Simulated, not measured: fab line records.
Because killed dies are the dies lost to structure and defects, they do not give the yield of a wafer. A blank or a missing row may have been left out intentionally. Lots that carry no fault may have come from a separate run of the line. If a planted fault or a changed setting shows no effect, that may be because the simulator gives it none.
Matching of chambers | flow berkeley-cmos170 | UCB170_M1_ETCH_11 on rie-diel-02 has 4 sister chambers
The step etches BARC in N2/H2. 4 wafers are shown with their chamber, then 7 later ones without.

== WAFERS, EACH WITH ITS CHAMBER ==
wafer  | chamber | throttle-valve-pct (%)
L954.3 | 2       | 13.17
L962.2 | 0       | 13.22
L961.2 | 3       | 13.21
L961.3 | 1       | 13.15

== WAFERS WITHOUT THEIR CHAMBER ==
wafer  | throttle-valve-pct (%)
L961.6 | 13.20
L963.3 | 13.17
L963.4 | 13.14
L963.6 | 13.21
L964.1 | 13.23
L964.5 | 13.20
L964.6 | 13.14

== THE CHAMBER EACH PASSED THROUGH ==
wafer  | from the rows above     | in truth
L961.6 | can't be placed: 3 or 0 | 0
L963.3 | 2                       | 2
L963.4 | 1                       | 1
L963.6 | can't be placed: 3 or 0 | 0
L964.1 | can't be placed: 0 or 3 | 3
L964.5 | can't be placed: 3 or 0 | 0
L964.6 | 1                       | 1
Correct placement for 3 of the 7. These rows do not allow placing 4 (true chamber among the candidates in 4). 0 placed wrongly.
How it was worked out, from the rows above alone: a wafer's distance from a chamber is the root of the sum, over the readings, of the square of ((its reading less the chamber's mean) divided by the reading's scatter). If the next closest chamber is less than 2 further off than the closest, the wafer can't be placed; otherwise it belongs to the closest. The mean given for a chamber averages the wafers shown for that chamber. The scatter: root of mean squared gap, hidden wafer to nearest shown wafer, with one shown wafer a chamber.
